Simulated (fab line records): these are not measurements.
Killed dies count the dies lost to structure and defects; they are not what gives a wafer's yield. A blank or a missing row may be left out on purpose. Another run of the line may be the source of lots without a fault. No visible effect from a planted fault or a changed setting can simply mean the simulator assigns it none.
Code-filled problem report in 8D (eight disciplines) form :: flow berkeley-cmos170 :: the parts of the form that need people (team, actions taken, sign-off) are left out

== 1. THE PROBLEM ==
oes-product-au at UCB170_M2_STRIP_19 reads a mean of 0.726 a.u. on 6 wafers of 2 lots; wafers without a fault read 0.532 a.u. with a standard deviation of 0.021. That puts it +9.2 standard deviations away from the usual mean.
The step: strips in O2.
First observed at day 8 18:26: wafer L872.3, on plasma-asher-02. The record holds 42 wafers of 14 lots with a number at this step. The rule behind "out" and "out of limits": a value lying over 4 standard deviations away from the usual mean. The other wafers with a number count as sound.

== 2. WHAT IT IS AND WHAT IT IS NOT ==
question: which readings at this step
is: oes-product-au
is not: drypump-motor-current-A, o2-flow-sccm

question: which lots
is: L872, L875
is not: L868, L869, L870, L871, L873, L874, L876, L883, L886, L887, L889, L891

question: which wafers of those lots
is: all that have a number
is not: -

question: read on which tools
is: plasma-asher-02, plasma-asher-04
is not: plasma-asher-01

question: when
is: from day 8 18:26
is not: up to then (18 sound wafers); but 18 sound wafers of L876, L883, L886, L887, L889, L891 came after

== 3. SUSPECTS, AND WHAT RULES EACH OUT ==
Counting: a tool at a process step up to the reading stays a suspect if it ran every lot that is out and no sound lot after the first of them.
- rie-metal-04 at UCB170_M2_METAL_ETCH_18 (etches Al in Cl2/BCl3, stops on SiO2, target depth 1170 nm, time 195 s): ruled out as a lasting fault. The sound lots L887, L889 went through it after L872, its earliest lot that is out (day 8 18:17).
Left after counting: nothing in the record.

== 4. THE CAUSE (what the simulator had put in) ==
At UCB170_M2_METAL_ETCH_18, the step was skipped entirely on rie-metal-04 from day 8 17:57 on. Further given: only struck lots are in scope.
The count ruled it out by mistake, since the rule takes a fault to strike every lot its tool runs from the start of the fault on, and this one did not do so.

== 5. THE CHAIN OF EFFECTS, in route order ==
Each row: a reading where the mean over the struck wafers with a number is more than 3 standard deviations away from the usual. Only readings whose record carries a usual standard deviation are examined. hours: median over the lots of the time between each lot's start at the first step of this table that gives one and its start at this step. sigmas: the change, counted in usual standard deviations.
hours: 0
step: UCB170_M2_STRIP_19
reading: oes-product-au
usual: 0.532 a.u.
on struck wafers: 0.726
change: +0.194
sigmas: +9.2
Its process steps:
- UCB170_M2_STRIP_19: strips in O2.
Readings that are blank on the struck wafers while sound wafers have them: bcl3-flow-sccm at UCB170_M2_METAL_ETCH_18; bias-w at UCB170_M2_METAL_ETCH_18; drypump-motor-current-A at UCB170_M2_METAL_ETCH_18; oes-product-au at UCB170_M2_METAL_ETCH_18; throttle-valve-pct at UCB170_M2_METAL_ETCH_18; cd-nm at UCB170_M2_CD_MEAS_90.

== 6. HOW IT WOULD HAVE BEEN CAUGHT EARLIER ==
The fault began at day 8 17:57; the first out-of-limits reading in this record came at day 8 18:26, 0 hours later.
At UCB170_M2_METAL_ETCH_18 the tool's readings are blank on the struck wafers, where sound wafers have them: an empty tool record is the first sign, and it was there at once.
